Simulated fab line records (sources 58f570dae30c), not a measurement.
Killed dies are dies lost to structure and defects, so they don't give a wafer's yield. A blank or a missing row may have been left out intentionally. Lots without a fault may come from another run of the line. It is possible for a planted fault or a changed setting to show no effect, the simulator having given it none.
A lot that was struck, set against a sound lot || flow berkeleyCmos170 || 14 out of 331 route steps
Sound: these wafers, L794.1, L794.2, L794.4. Wafers struck: L786.1, L786.4, L786.6. At the end, the cause is stated.
Each step with rows lists, per side, the tool, then ch with its chambers, then its first start. Under that, the readings that differ: sound wafers || struck wafers || difference of the means || sigmas: that difference in standard deviations of wafers without a fault.
alike: readings with means less than 2 such deviations apart, plus words and numbers identical on both sides. not compared: withheld readings, readings lacking a value on some wafer, bounds such as >300 that could conceal the same value, and numbers that have no deviation in the record and whose values overlap.
The two part at a step that has a row with sigmas, a row that says differs or no value, or rows on one side only. Non-overlapping numbers with no deviation appear without sigmas and do not part them. A reading that every wafer of one side lacks parts them only if that side has two wafers or more.

UCB170_M2_STRIP_19: strips in O2.
  sound on plasmaAsher-02 ch 0,1, day 14 11:43; struck on plasmaAsher-02 ch 1, day 12 01:56
  alike: drypumpMotorCurrentA, oesProductAu
  not compared: rfHoursCounterH
UCB170_M2_CD_MEAS_90: target cd 700 nm.
  sound: cdSem-02 at day 14 11:49; struck: cdSem-02 at day 12 02:02
  alike: cdNm
UCB170_V2_CVD_00: deposits SiO2 from TEOS/O2, target thk 2000 nm, time 250 s.
  sound on pecvd-04 ch 0,1,2, day 14 11:56; struck on pecvd-03 ch 1,2, day 12 02:10
  alike: heaterPowerW, rfFwdPowerW
UCB170_V2_THK_MEAS_01:
  sound: filmMetro-04 at day 14 12:05; struck: filmMetro-03 at day 12 02:19
  alike: V2_TEOS_THK
UCB170_V2_CMP_02: polishes SiO2.
  sound on cmp-02 ch 1,2,3, day 14 12:09; struck on cmp-01 ch 0,3, day 12 02:22
  alike: motorCurrentA
UCB170_V2_BOW_MEAS_03:
  sound: filmMetro-02 at day 14 12:27; struck: filmMetro-03 at day 12 02:40
  alike: V2_BOW
UCB170_V2_THK_MEAS_04:
  sound: filmMetro-02 at day 14 12:34; struck: filmMetro-03 at day 12 02:47
{"reading": "V2_POLISHED_THK (nm)", "sound": "1001.4 1000.5 1001.5", "struck": "1000.0 996.3 997.1", "difference": -3.3, "sigmas": -2}
then, 5 steps without rows for these wafers: UCB170_V2_CLEAN_05 (cleans in DIW); UCB170_V2_HMDS_06 (prime time 60 s); UCB170_V2_COAT_07 (resist thk 900 nm); UCB170_V2_SOFTBAKE_08 (time 60 s); UCB170_V2_EXPOSE_09 (exposes mask VIA2, target cd 700 nm).
UCB170_V2_PEB_10:
  sound on lithoTrack-03 ch 0, day 14 14:52; struck on lithoTrack-04, day 12 05:49
  no value came back on the struck wafers for chillPlateTempC (C), exhaustPa (Pa); on the sound wafers chillPlateTempC (C) reads 23.10 23.04 23.00
then, 1 step without rows for these wafers: UCB170_V2_DEVELOP_11 (develop time 45 s).

WHERE THEY PART
Last at UCB170_V2_PEB_10 as far as this record goes, first at UCB170_V2_THK_MEAS_04.

WHY: the cause the simulator had injected
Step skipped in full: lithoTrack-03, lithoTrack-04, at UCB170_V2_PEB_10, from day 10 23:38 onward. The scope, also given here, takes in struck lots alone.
